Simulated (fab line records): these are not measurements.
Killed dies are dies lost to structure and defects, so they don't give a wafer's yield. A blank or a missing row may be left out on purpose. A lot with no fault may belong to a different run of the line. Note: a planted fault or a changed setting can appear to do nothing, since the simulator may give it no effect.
The tool behind it: which one? | flow berkeleyCmos170 | 14 lots, 42 wafers sampled, at 3 steps of a route of 331

WHAT THE GAUGES SHOWED, per wafer
UCB170_START_THK_MEAS_03. Usual: START_OXIDE_THK typically reads 20.1 nm, with standard deviation 0.42.
lot  | measured    | on           | START_OXIDE_THK (nm) | flag
L824 | day 1 14:46 | filmMetro-03 | 20.7 20.7 20.5       | 
L825 | day 1 21:18 | filmMetro-02 | 19.9 19.8 19.9       | 
L826 | day 2 03:17 | filmMetro-02 | 20.0 20.2 20.2       | 
L830 | day 2 17:54 | filmMetro-04 | 20.0 19.9 19.9       | 
L831 | day 3 03:50 | filmMetro-04 | 19.4 19.2 19.2       | 
L832 | day 3 03:50 | filmMetro-03 | 19.8 19.7 19.4       | 
L833 | day 3 13:25 | filmMetro-03 | 20.4 20.2 20.2       | 
L834 | day 3 19:14 | filmMetro-03 | 20.1 20.2 20.4       | 
L837 | day 4 04:44 | filmMetro-02 | 20.3 20.3 20.1       | 
L838 | day 4 13:05 | filmMetro-02 | 20.5 20.4 20.4       | 
L840 | day 4 23:43 | filmMetro-04 | 19.6 19.7 19.3       | 
L843 | day 5 15:05 | filmMetro-02 | 20.4 20.6 20.3       | 
L845 | day 6 05:00 | filmMetro-02 | 20.2 19.9 20.2       | 
L847 | day 6 17:07 | filmMetro-04 | 20.0 20.2 20.2       | 

UCB170_NWELL_TW_MEAS_16. Usual: NWELL_TW typically reads 1256, with standard deviation 13.
lot  | measured    | on           | NWELL_TW       | flag
L824 | day 2 14:41 | filmMetro-01 | 1268 1271 1273 | 
L825 | day 2 21:44 | filmMetro-03 | 1250 1246 1249 | 
L826 | day 3 05:07 | filmMetro-01 | 1275 1275 1271 | 
L830 | day 3 12:38 | filmMetro-03 | 1242 1244 1244 | 
L831 | day 4 06:43 | filmMetro-01 | 1262 1273 1266 | 
L832 | day 4 06:25 | filmMetro-04 | 1242 1245 1240 | 
L833 | day 4 11:46 | filmMetro-01 | 1270 1267 1272 | 
L834 | day 4 18:09 | filmMetro-04 | 1241 1244 1245 | 
L837 | day 5 01:21 | filmMetro-04 | 1249 1251 1249 | 
L838 | day 5 10:14 | filmMetro-03 | 1239 1237 1246 | 
L840 | day 5 20:08 | filmMetro-01 | 1258 1264 1262 | 
L843 | day 7 00:06 | filmMetro-03 | 1245 1238 1237 | 
L845 | day 7 08:33 | filmMetro-01 | 1271 1264 1267 | 
L847 | day 7 19:33 | filmMetro-01 | 1263 1263 1262 | 

TOOL THAT RAN EACH LOT (tool first, then ch and the chambers of the sampled wafers, then the start)
lot  | UCB170_ZERO_STRIP_07
L824 | plasmaAsher-03 ch 0,1, day 1 21:02
L825 | plasmaAsher-03 ch 0,1, day 2 05:31
L826 | plasmaAsher-04 ch 0,1, day 2 11:14
L830 | plasmaAsher-01 ch 0,1, day 2 20:49
L831 | plasmaAsher-03 ch 0,1, day 3 11:06
L832 | plasmaAsher-01 ch 1, day 3 11:09
L833 | plasmaAsher-04 ch 0,1, day 3 20:27
L834 | plasmaAsher-03 ch 0,1, day 4 02:46
L837 | plasmaAsher-03 ch 0,1, day 4 11:29
L838 | plasmaAsher-04 ch 0,1, day 4 18:22
L840 | plasmaAsher-03 ch 1, day 5 03:22
L843 | plasmaAsher-04 ch 0,1, day 5 21:36
L845 | plasmaAsher-03 ch 0,1, day 6 17:40
L847 | plasmaAsher-03 ch 0,1, day 6 23:51
- UCB170_ZERO_STRIP_07: strips in O2.

WHAT THE TOOLS THEMSELVES READ (means of the sampled wafers that have a number; where no wafer has one, the mark that the record gives instead)
UCB170_ZERO_STRIP_07. Usual: drypumpMotorCurrentA 5.50 A, standard deviation 0.28; oesProductAu 0.727 a.u., standard deviation 0.0044; stripTimeToEndpointS 21.48 s, standard deviation 0.07.
lot  | tool           | drypumpMotorCurrentA (A) | oesProductAu (a.u.) | stripTimeToEndpointS (s) | flag
L824 | plasmaAsher-03 | 5.60                     | 0.728               | 21.41                    | 
L825 | plasmaAsher-03 | 5.60                     | 0.725               | 21.49                    | 
L826 | plasmaAsher-04 | 5.51                     | 0.727               | 21.40                    | 
L830 | plasmaAsher-01 | 5.26                     | 0.727               | 21.54                    | 
L831 | plasmaAsher-03 | 5.58                     | 0.727               | 21.59                    | 
L832 | plasmaAsher-01 | 5.83                     | 0.724               | 21.51                    | 
L833 | plasmaAsher-04 | 5.61                     | 0.729               | 21.55                    | 
L834 | plasmaAsher-03 | 5.44                     | 0.723               | 21.49                    | 
L837 | plasmaAsher-03 | 5.44                     | 0.729               | 21.54                    | 
L838 | plasmaAsher-04 | 5.62                     | 0.731               | 21.50                    | 
L840 | plasmaAsher-03 | 5.29                     | 0.721               | 21.53                    | 
L843 | plasmaAsher-04 | 5.50                     | 0.729               | 21.41                    | 
L845 | plasmaAsher-03 | 5.61                     | 0.727               | 21.45                    | 
L847 | plasmaAsher-03 | 5.44                     | 0.731               | 21.46                    | 

THE ANSWER, worked out from the rows above alone
Rule: a lot counts as off when the mean over its wafers that have a number is more than 3 standard deviations away from the usual mean. Also off: a lot with no number at a reading for which 4 or more lots have one. The other lots that the step has rows for count as sound. After the gauges, taken in route order, come the tools' own readings; for these a lot's mean is taken, as printed above. At the first step where some lot is off, the reading lying furthest off is the one used; lots without a number count as furthest.
Nothing can be told from this: no lot is off at any reading shown.

WHAT THE SIMULATOR PUT IN
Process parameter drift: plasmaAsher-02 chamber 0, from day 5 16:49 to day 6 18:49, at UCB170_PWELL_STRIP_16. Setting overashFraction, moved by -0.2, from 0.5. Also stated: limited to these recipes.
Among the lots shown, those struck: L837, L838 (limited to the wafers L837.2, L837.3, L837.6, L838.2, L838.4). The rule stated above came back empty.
